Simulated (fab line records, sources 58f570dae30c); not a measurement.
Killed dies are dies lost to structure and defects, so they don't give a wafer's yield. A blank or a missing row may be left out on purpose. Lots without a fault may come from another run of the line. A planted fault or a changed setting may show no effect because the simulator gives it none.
Split-lot experiment | flow berkeley_cmos170 | 5 lots, 23 wafers read, on a route of 331 steps

THE SPLIT
At UCB170_M2_SPUTTER_01 (material Al, target thk 900 nm, time 120 s), the setting power_w was moved away from the recipe's 6000 W on 5 of the 23 wafers read, by -9.0% to -8.6%. The other wafers ran this setting at the recipe's value.

FROM THE SPLIT TO THE READING: what the file shows between them, 1 step
- UCB170_M2_RS_MEAS_02: measures by four-point-probe

THE READING
M2_AL_THK, in nm, at UCB170_M2_THK_MEAS_03 (measures by xrf). Fault-free wafers of this fab line usually give 887 nm, standard deviation 11 nm.

wafer  | tool, chamber at the split | power_w as run, W | against the recipe | M2_AL_THK, nm | against lot-mates on the recipe
L076.2 | pvd_sputter-01, -          | 6000              | recipe             | 899           | -
L076.3 | pvd_sputter-01, -          | 5485              | -8.6%              | 806           | -86
L076.4 | pvd_sputter-01, -          | 6000              | recipe             | 885           | -
L076.5 | pvd_sputter-01, -          | 5485              | -8.6%              | 822           | -70
L076.6 | pvd_sputter-01, -          | 5485              | -8.6%              | 817           | -75
L075.2 | pvd_sputter-03, -          | 6000              | recipe             | 900           | -
L075.3 | pvd_sputter-03, -          | 6000              | recipe             | 897           | -
L075.4 | pvd_sputter-03, -          | 6000              | recipe             | 887           | -
L075.5 | pvd_sputter-03, -          | 6000              | recipe             | 874           | -
L075.6 | pvd_sputter-03, -          | 6000              | recipe             | 907           | -
L078.1 | pvd_sputter-02, -          | 6000              | recipe             | 891           | -
L078.3 | pvd_sputter-02, -          | 6000              | recipe             | 905           | -
L078.4 | pvd_sputter-02, -          | 6000              | recipe             | 890           | -
L078.5 | pvd_sputter-02, -          | 6000              | recipe             | 888           | -
L078.6 | pvd_sputter-02, -          | 6000              | recipe             | 889           | -
L080.1 | pvd_sputter-03, -          | 6000              | recipe             | 873           | -
L080.2 | pvd_sputter-03, -          | 6000              | recipe             | 853           | -
L080.5 | pvd_sputter-03, -          | 6000              | recipe             | 863           | -
L085.1 | pvd_sputter-01, -          | 5463              | -9.0%              | 798           | -79
L085.2 | pvd_sputter-01, -          | 6000              | recipe             | 874           | -
L085.4 | pvd_sputter-01, -          | 5463              | -9.0%              | 799           | -78
L085.5 | pvd_sputter-01, -          | 6000              | recipe             | 875           | -
L085.6 | pvd_sputter-01, -          | 6000              | recipe             | 883           | -

THE FIT
A straight line over all 23 wafers: M2_AL_THK changes by +8.81 nm for each +1% of power_w; r = +0.93; the points scatter about the line by 14 nm.
The same after taking each lot's own level away (the mean of its wafers on the recipe; 23 wafers): +8.9 nm for each +1%; r = +0.97; scatter 8 nm.
On that fit, the largest move of power_w shifts the reading by 80 nm.
The lots' own levels span 863.0 to 893.0 nm, that is 2.7 times the standard deviation above.
So the lot-to-lot level changes the slope little: the two slopes agree.
Check: with one of the wafers moved furthest among these (-9.0%) left out of the fit, the line predicts -79.8 nm for it against its lot-mates. It came out at -79.3 nm against them.

OTHER SPLITS ON THESE WAFERS
These wafers also went through other splits before the reading. Each is held against what the fit with the lots' levels taken away leaves over:
other split on the same wafers | wafers away from the commonest value | r with M2_AL_THK (lot level and that fit taken away)
UCB170_M1_SPUTTER_00 time_s    | 7                                    | +0.12
UCB170_V1_PEB_10 peb_temp_c    | 7                                    | +0.29

THE WHOLE CHAIN: every reading that the file lists as answering this split, in the file's order
step                  | what it does                               | reading                                                                     | change (the file's fit)               | r (the file's)
UCB170_M2_SPUTTER_01  | material Al, target thk 900 nm, time 120 s | Al_of_M2_SPUTTER_01.thk_nm (the simulator's own value, which no gauge read) | +9.14 nm for each +1% of the setting  | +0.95
UCB170_M2_RS_MEAS_02  | measures by four-point-probe               | M2_AL_RS                                                                    | -0.000374 for each +1% of the setting | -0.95
UCB170_M2_THK_MEAS_03 | measures by xrf                            | M2_AL_THK                                                                   | +8.92 for each +1% of the setting     | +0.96

THE FILE'S OWN FIT
M2_AL_THK changes by +8.92 nm for each +1% of power_w, r = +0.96.
